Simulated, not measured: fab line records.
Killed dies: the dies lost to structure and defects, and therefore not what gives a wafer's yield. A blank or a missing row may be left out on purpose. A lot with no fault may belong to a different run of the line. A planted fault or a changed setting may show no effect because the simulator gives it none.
Struck lot and sound lot, side by side -- flow berkeleyCmos170 -- 13 out of 331 route steps
Sound: wafers L818.1, L818.5, L818.6. Wafers L813.1, L813.4, L813.5 were the ones struck. At the end, the cause is stated.
Each step with rows lists, per side, the tool, then ch with its chambers, then its first start. Under that, the readings that differ: sound wafers -- struck wafers -- difference of the means -- sigmas: that difference in standard deviations of wafers without a fault.
alike: readings whose means differ by less than 2 such deviations, and words and numbers that are the same on both sides. not compared: withheld readings, readings that some wafer has no value for, bounds like >300 that may hide the same value, and numbers for which the record gives no deviation and whose values overlap.
A row with sigmas, a row that says differs or no value, or rows on one side alone: a step with any of these is where the two part. Non-overlapping numbers with no deviation appear without sigmas and do not part them. A reading missing from all wafers of one side parts the sides only when that side holds two or more wafers.

first, 2 steps without rows for these wafers: UCB170_NLDD_PEB_04; UCB170_NLDD_DEVELOP_05 (develop time 45 s).
UCB170_NLDD_CD_MEAS_06 targets a cd of 1200 nm.
  sound on cdSem-02, day 10 15:26; struck on cdSem-01, day 9 05:24
  alike: cdNm
UCB170_NLDD_OVL_MEAS_07:
  sound on overlay-02, day 10 15:33; struck on overlay-01, day 9 05:31
  alike: NLDD_OVL
then, 2 steps without rows for these wafers: UCB170_NLDD_IMPLANT_08; UCB170_NLDD_IMPLANT_09.
UCB170_NLDD_STRIP_10: strips in O2.
  sound on plasmaAsher-03 ch 0,1, day 10 15:53; struck on plasmaAsher-03 ch 0, day 9 05:52
  alike: drypumpMotorCurrentA, oesProductAu, stripTimeToEndpointS
  not compared: rfHoursCounterH
UCB170_NLDD_TW_MEAS_11:
  sound on filmMetro-02, day 10 15:59; struck on filmMetro-03, day 9 05:58
  alike: NLDD_TW
then, 1 step without rows for these wafers: UCB170_NLDD_CLEAN_12 (cleans in SPM, time 600 s).
UCB170_SPACER_CVD_00: deposits SiO2 from TEOS/O2, target thk 376 nm, time 47 s.
  sound on pecvd-04 ch 0,2, day 10 17:47; struck on pecvd-03 ch 0,1, day 9 06:22
  alike: heaterPowerW, rfFwdPowerW
UCB170_SPACER_THK_MEAS_01:
  sound on filmMetro-02, day 10 17:52; struck on filmMetro-04, day 9 06:24
  alike: SPACER_TEOS_THK
then, 1 step without rows for these wafers: UCB170_SPACER_ANNEAL_02 (time 1800 s).
UCB170_SPACER_ETCHBACK_03: etches SiO2 in CHF3/CF4/Ar, stops on Si, target depth 376 nm, time 100 s.
  sound on rieDiel-02 ch 2, day 10 22:56; struck on rieDiel-04 ch 1,3, day 9 09:07
reading,sound,struck,difference,sigmas
oesProductAu (a.u.),0.867 0.880 0.884,0.992 0.992 0.997,+0.117,+7
rfFwdPowerW (W),496.7 497.6 498.5,- - -,no value on the struck wafers,
runLengthS (s),128.0 128.3 128.5,88.8 88.8 88.7,-39.5,-84
model.etch.depthNm (nm),367.8 377 376.8,257.6 251.1 259.5,-117.8,
  alike: drypumpMotorCurrentA, throttleValvePct
  not compared: rfHoursCounterH

WHERE THEY PART
Only at UCB170_SPACER_ETCHBACK_03, as far as this record shows.

WHY: what had been put in by the simulator
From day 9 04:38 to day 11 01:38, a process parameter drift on rieDiel-04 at UCB170_SPACER_ETCHBACK_03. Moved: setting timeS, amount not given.
